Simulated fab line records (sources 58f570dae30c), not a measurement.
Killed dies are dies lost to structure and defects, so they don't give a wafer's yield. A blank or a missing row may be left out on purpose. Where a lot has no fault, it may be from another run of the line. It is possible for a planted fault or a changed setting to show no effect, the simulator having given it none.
Chamber matching :: flow berkeley cmos170 :: UCB170_V1_CMP_02 on cmp-01: 4 sister chambers
The step polishes SiO2. 4 wafers are shown with their chamber, then 8 later ones without.

== EACH WAFER AND ITS CHAMBER ==
wafer: L744.1
chamber: 1
motor current A (A): 17.1

wafer: L744.4
chamber: 3
motor current A (A): 16.1

wafer: L744.6
chamber: 0
motor current A (A): 14.1

wafer: L762.2
chamber: 2
motor current A (A): 15.4

== WAFERS WITHOUT THEIR CHAMBER ==
wafer: L762.3
motor current A (A): 16.5

wafer: L762.6
motor current A (A): 15.8

wafer: L764.1
motor current A (A): 16.5

wafer: L764.4
motor current A (A): 16.5

wafer: L764.5
motor current A (A): 17.0

wafer: L765.2
motor current A (A): 16.5

wafer: L765.3
motor current A (A): 14.2

wafer: L765.4
motor current A (A): 16.8

== THE CHAMBER EACH PASSED THROUGH ==
wafer: L762.3
from the rows above: can't be placed: 3 or 1
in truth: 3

wafer: L762.6
from the rows above: can't be placed: 3 or 2
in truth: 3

wafer: L764.1
from the rows above: can't be placed: 3 or 1
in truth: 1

wafer: L764.4
from the rows above: can't be placed: 3 or 1
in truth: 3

wafer: L764.5
from the rows above: 1
in truth: 1

wafer: L765.2
from the rows above: can't be placed: 3 or 1
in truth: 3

wafer: L765.3
from the rows above: 0
in truth: 0

wafer: L765.4
from the rows above: can't be placed: 1 or 3
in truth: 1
2 of 8 placed correctly. Unplaceable from these rows: 6, with the true chamber sitting among the candidates in 6. Number placed wrongly: 0.
How it was worked out, from the rows above alone: a wafer's distance from a chamber is the root of the sum, over the readings, of the square of ((its reading less the chamber's mean) divided by the reading's scatter). The wafer belongs to the nearest chamber; if the next one is less than 2 further off, it can't be placed. The mean given for a chamber averages the wafers shown for that chamber. The scatter: root of mean squared gap, hidden wafer to nearest shown wafer, with one shown wafer a chamber.
